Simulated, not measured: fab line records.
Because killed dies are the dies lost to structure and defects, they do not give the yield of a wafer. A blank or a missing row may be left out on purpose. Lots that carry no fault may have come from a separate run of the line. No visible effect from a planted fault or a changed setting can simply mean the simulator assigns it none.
Matching of chambers    flow berkeley_cmos170    UCB170_V1_CMP_02 on cmp-02: 4 sister chambers
The step polishes SiO2. 4 wafers are shown with their chamber, then 10 later ones without.

== WAFERS WITH THEIR CHAMBER ==
wafer   chamber  motor_current_A (A)
L698.1  3        18.1
L702.6  2        16.0
L712.1  1        14.8
L712.2  0        15.7

== WAFERS WITHOUT THEIR CHAMBER ==
wafer   motor_current_A (A)
L712.4  16.4
L717.1  17.4
L717.3  15.3
L717.4  16.6
L714.2  15.4
L714.3  17.8
L714.6  15.2
L715.1  16.9
L715.4  14.9
L715.5  18.8

== THE CHAMBER EACH PASSED THROUGH ==
wafer   from the rows above           in truth
L712.4  can't be placed: 2 or 0       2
L717.1  can't be placed: 3 or 2 or 0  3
L717.3  can't be placed: 0 or 1 or 2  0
L717.4  can't be placed: 2 or 0 or 3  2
L714.2  can't be placed: 0 or 1 or 2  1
L714.3  3                             3
L714.6  can't be placed: 1 or 0 or 2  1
L715.1  can't be placed: 2 or 0 or 3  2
L715.4  can't be placed: 1 or 0 or 2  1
L715.5  3                             3
2 of 10 placed correctly. These rows do not allow placing 8 (true chamber among the candidates in 8). Placed wrongly: 0.
How it was worked out, from the rows above alone: a wafer's distance from a chamber is the root of the sum, over the readings, of the square of ((its reading less the chamber's mean) divided by the reading's scatter). If the next closest chamber is less than 2 further off than the closest, the wafer can't be placed; otherwise it belongs to the closest. A chamber's mean is the mean of its shown wafers. The scatter (one wafer shown for each chamber): square how far every hidden wafer sits from the nearest shown wafer, average those squares and take the square root.
